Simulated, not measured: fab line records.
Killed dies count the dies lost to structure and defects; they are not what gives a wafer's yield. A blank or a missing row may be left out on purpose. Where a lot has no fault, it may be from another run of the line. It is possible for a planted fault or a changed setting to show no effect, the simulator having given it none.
A lot that was struck, set against a sound lot / flow berkeley cmos170 / 15 out of 331 route steps
Sound: these wafers, L701.2, L701.3, L701.4. Struck: wafers L698.2, L698.4, L698.6. Last of all comes the cause.
At each step with rows: each side's tool, then ch and its chambers, then its first start. Under that, the readings that differ: sound wafers / struck wafers / difference of the means / sigmas: that difference in standard deviations of wafers without a fault.
alike: words and numbers the same on both sides, and readings whose means are apart by under 2 such deviations; not compared: readings that were withheld, readings missing a value for some wafer, numbers with overlapping values and no deviation given by the record, and bounds like >300 which may hide the same value.
Wherever a step has rows on one side only, a row that says differs or no value, or a row with sigmas, the two part there. When numbers do not overlap yet have no deviation, they are printed without sigmas and do not part them. A reading missing from all wafers of one side parts the sides only when that side holds two or more wafers.

UCB170_GATE_CD_MEAS_90 targets a cd of 350 nm.
  struck on cd sem-01, day 8 01:21; sound on cd sem-02, day 8 11:12
  alike: cd nm
then, 7 steps without rows for these wafers: UCB170_GATE_CLEAN_17 (cleans in SPM, time 600 s); UCB170_PLDD_HMDS_00 (prime time 60 s); UCB170_PLDD_COAT_01 (resist thk 900 nm); UCB170_PLDD_SOFTBAKE_02 (time 60 s); UCB170_PLDD_EXPOSE_03 (exposes mask PSELECT, target cd 1200 nm); UCB170_PLDD_PEB_04; UCB170_PLDD_DEVELOP_05 (develop time 45 s).
UCB170_PLDD_CD_MEAS_06 targets a cd of 1200 nm.
  struck on cd sem-02, day 8 03:16; sound on cd sem-01, day 8 14:34
  alike: cd nm
UCB170_PLDD_OVL_MEAS_07:
  struck on overlay-01, day 8 03:22; sound on overlay-01, day 8 14:40
  alike: PLDD_OVL
then, 2 steps without rows for these wafers: UCB170_PLDD_IMPLANT_08; UCB170_PLDD_IMPLANT_09.
UCB170_PLDD_STRIP_10: strips in O2.
  sound on plasma asher-03 ch 0,1, day 8 15:00; struck on plasma asher-01 ch 1, day 8 03:41
reading=oes product au (a.u.); sound=0.736 0.729 0.731; struck=0.646 0.654 0.649; difference=-0.082; sigmas=-18
reading=overash fraction; sound=0.5 0.5 0.5; struck=0.8 0.8 0.8; difference=+0.3; sigmas=
  alike: drypump motor current A, strip time to endpoint s
  not compared: rf hours counter h
UCB170_PLDD_TW_MEAS_11:
  struck on film metro-01, day 8 03:48; sound on film metro-03, day 8 15:07
  alike: PLDD_TW
UCB170_M3_PROBE_99:
  rows exist in the record for the struck wafers here (prober-01, day 9 22:17), but not for the sound ones

## WHERE THEY PART
Last at UCB170_M3_PROBE_99 as far as this record goes, first at UCB170_PLDD_STRIP_10.

WHY: what the simulator had put in
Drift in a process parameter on plasma asher-01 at UCB170_PLDD_STRIP_10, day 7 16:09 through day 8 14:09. The setting overash fraction was moved by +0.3, starting from 0.5. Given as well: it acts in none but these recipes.
